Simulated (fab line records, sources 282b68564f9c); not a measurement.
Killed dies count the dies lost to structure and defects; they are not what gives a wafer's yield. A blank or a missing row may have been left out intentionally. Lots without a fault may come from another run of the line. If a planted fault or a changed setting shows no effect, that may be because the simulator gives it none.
The tool behind it: which one? ; flow rit-cmos ; 12 lots, 36 wafers sampled, at 2 steps of a route of 202

## WHAT THE GAUGES SHOWED, per wafer
RIT_NWELL_OVL_MEAS_06.
lot;measured;on;NWELL_OVL (nm)
L855;day 2 02:33;overlay-02;0.6 0.6 1.5
L856;day 2 06:55;overlay-02;1.0 -0.3 0.0
L857;day 2 11:55;overlay-01;1.7 2.6 1.6
L858;day 2 15:49;overlay-02;2.1 -0.3 0.1
L859;day 2 19:29;overlay-01;2.2 3.1 2.5
L860;day 3 01:00;overlay-01;-1.4 -0.8 0.5
L861;day 3 04:40;overlay-02;0.8 0.6 0.1
L862;day 3 10:28;overlay-01;2.3 0.5 1.1
L863;day 3 14:17;overlay-01;1.0 1.7 2.3
L869;day 4 19:50;overlay-02;5.5 4.1 3.6
L870;day 5 02:57;overlay-02;3.6 4.7 3.8
L871;day 5 05:44;overlay-02;5.2 5.3 4.5

## WHICH TOOL RAN EACH LOT (tool, then ch and the chambers of the sampled wafers, then the start)
lot;RIT_NWELL_EXPOSE_03
L855;iline-stepper-02 ch 0, day 2 02:09
L856;iline-stepper-01 ch 0, day 2 06:29
L857;iline-stepper-01 ch 0, day 2 11:29
L858;iline-stepper-02 ch 0, day 2 15:24
L859;iline-stepper-02 ch 0, day 2 19:04
L860;iline-stepper-01 ch 0, day 3 00:36
L861;iline-stepper-01 ch 0, day 3 04:14
L862;iline-stepper-01 ch 0, day 3 10:02
L863;iline-stepper-02 ch 0, day 3 13:52
L869;iline-stepper-02 ch 0, day 4 19:25
L870;iline-stepper-02 ch 0, day 5 02:32
L871;iline-stepper-02 ch 0, day 5 05:19
- RIT_NWELL_EXPOSE_03: exposes mask M2, target cd 43900 nm.

## WHAT THE TOOLS THEMSELVES READ (means of the sampled wafers that have a number; where no wafer has one, the mark that the record gives instead)
RIT_NWELL_EXPOSE_03.
lot;tool;reticle-temp-C (C);stage-vel-mm-s (mm/s)
L855;iline-stepper-02;23.00;499.69
L856;iline-stepper-01;23.03;499.89
L857;iline-stepper-01;23.10;499.92
L858;iline-stepper-02;22.95;500.05
L859;iline-stepper-02;23.01;500.04
L860;iline-stepper-01;22.95;499.93
L861;iline-stepper-01;23.18;499.72
L862;iline-stepper-01;22.96;500.38
L863;iline-stepper-02;23.09;499.96
L869;iline-stepper-02;23.09;499.95
L870;iline-stepper-02;23.27;500.36
L871;iline-stepper-02;22.86;499.96

## THE ANSWER, worked out from the rows above alone
Rule: the lots themselves supply what counts as usual. The widest of any qualifying gaps counts: lots, ordered by their means at a reading, are off when they make up no more than a third of the lots, leave a main group of 4 or more, and stand apart from it by 3 or more times the standard deviation of that group's means. A main group is skipped when, at the precision printed for the reading in the tables above, its means are all equal. Also off: a lot with no number at a reading for which 4 or more lots have one. Any other lot the step has rows for is counted as sound. Order of review: gauges by route order, followed by the tools' own readings, for which a lot's mean as printed above is used. The first step at which some lot is off is used, and at that step the reading that is off furthest; a lot without a number counts as furthest.
Across all readings shown, no lot is off: no conclusion can be drawn from this.

## WHAT WAS PUT IN BY THE SIMULATOR
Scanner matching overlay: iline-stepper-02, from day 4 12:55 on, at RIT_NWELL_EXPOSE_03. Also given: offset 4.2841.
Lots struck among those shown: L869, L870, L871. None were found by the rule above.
